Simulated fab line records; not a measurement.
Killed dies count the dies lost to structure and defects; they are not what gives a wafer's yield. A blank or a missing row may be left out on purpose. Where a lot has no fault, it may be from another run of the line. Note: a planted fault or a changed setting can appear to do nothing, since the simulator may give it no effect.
8D (eight disciplines) problem report, filled in by code + flow berkeleyCmos170 + the parts of the form that need people (team, actions taken, sign-off) are left out

== 1. THE PROBLEM ==
At UCB170_GATE_CD_MEAS_12, cdNm averages 328.1 nm over 6 wafers from 2 lots, while fault-free wafers read 349.6 nm, standard deviation 1.4. That puts it -15 standard deviations away from the usual mean.
The step: target cd 350 nm.
Seen first at day 10 16:04 on cdSem-01, wafer L397.1. At this step, 42 wafers from 14 lots have a number in the record. The rule behind "out" and "out of limits": a value lying over 4 standard deviations away from the usual mean. Any other wafer with a number is counted as sound.

== 2. WHAT IT IS, WHAT IT ISN'T ==
| question                    | is                     | is not                                                                                                   |
|-----------------------------|------------------------|----------------------------------------------------------------------------------------------------------|
| which readings at this step | cdNm                   | -                                                                                                        |
| which lots                  | L397, L400             | L387, L388, L389, L390, L391, L401, L403, L404, L405, L406, L408, L410                                   |
| which wafers of those lots  | all that have a number | -                                                                                                        |
| read on which gauges        | cdSem-01, cdSem-02     | -                                                                                                        |
| when                        | from day 10 16:04      | up to then (15 sound wafers); but 21 sound wafers of L401, L403, L404, L405, L406, L408, L410 came after |

== 3. WHAT RULES OUT EACH SUSPECT ==
Counting: a tool stays on the suspect list if, at a process step up to the reading, it processed all lots that are out and no sound lot following the first of them.
- the gauge at UCB170_GATE_CD_MEAS_12 is ruled out. The wafers that are out were read on 2 gauges (cdSem-01, cdSem-02).
- plasmaAsher-03 at UCB170_PVT_STRIP_08 (strips in O2): kept. It ran every lot that is out, first L397 (day 9 13:17), and no sound lot after that; its last sound lot up to then is L388 (day 7 01:59).
- krfScanner-02 at UCB170_GATE_EXPOSE_09 (exposes mask POLY, target cd 350 nm): kept. It ran every lot that is out, first L397 (day 10 15:23), and no sound lot after that; its last sound lot up to then is L391 (day 8 13:22).
Left after counting: plasmaAsher-03 at UCB170_PVT_STRIP_08, krfScanner-02 at UCB170_GATE_EXPOSE_09.

== 4. THE CAUSE (what the simulator had put in) ==
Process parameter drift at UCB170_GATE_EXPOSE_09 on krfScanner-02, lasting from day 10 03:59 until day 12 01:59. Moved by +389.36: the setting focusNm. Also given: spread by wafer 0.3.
After counting, 2 suspects remain, this tool included.

== 5. THE EFFECT CHAIN, in route order ==
Each row: a reading whose mean over the struck wafers that have a number lies more than 3 standard deviations from the usual. Only readings for which the record gives a usual standard deviation are gone through. hours: the time from each lot's start at the first step in this table that gives one to its start at this step, as a median over the lots. sigmas: the change in usual standard deviations.
| hours | step                   | reading | usual    | on struck wafers | change | sigmas |
|-------|------------------------|---------|----------|------------------|--------|--------|
| 0     | UCB170_GATE_CD_MEAS_12 | cdNm    | 349.6 nm | 328.1            | -21.5  | -15    |

== 6. HOW IT WOULD HAVE BEEN CAUGHT EARLIER ==
12 hours passed between the start of the fault at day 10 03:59 and the first reading out of limits at a measuring or inspecting step in this record, taken at day 10 16:04.
Tool readings at UCB170_GATE_EXPOSE_09 with a usual standard deviation given in the record: none out on any struck wafer, hence no alarm at a limit of 4 standard deviations on them.
By day 10 16:04 the whole set of lots that are out, 2 in number, had already begun UCB170_GATE_EXPOSE_09 on krfScanner-02. Tool hold at that time: it would have spared none of them.
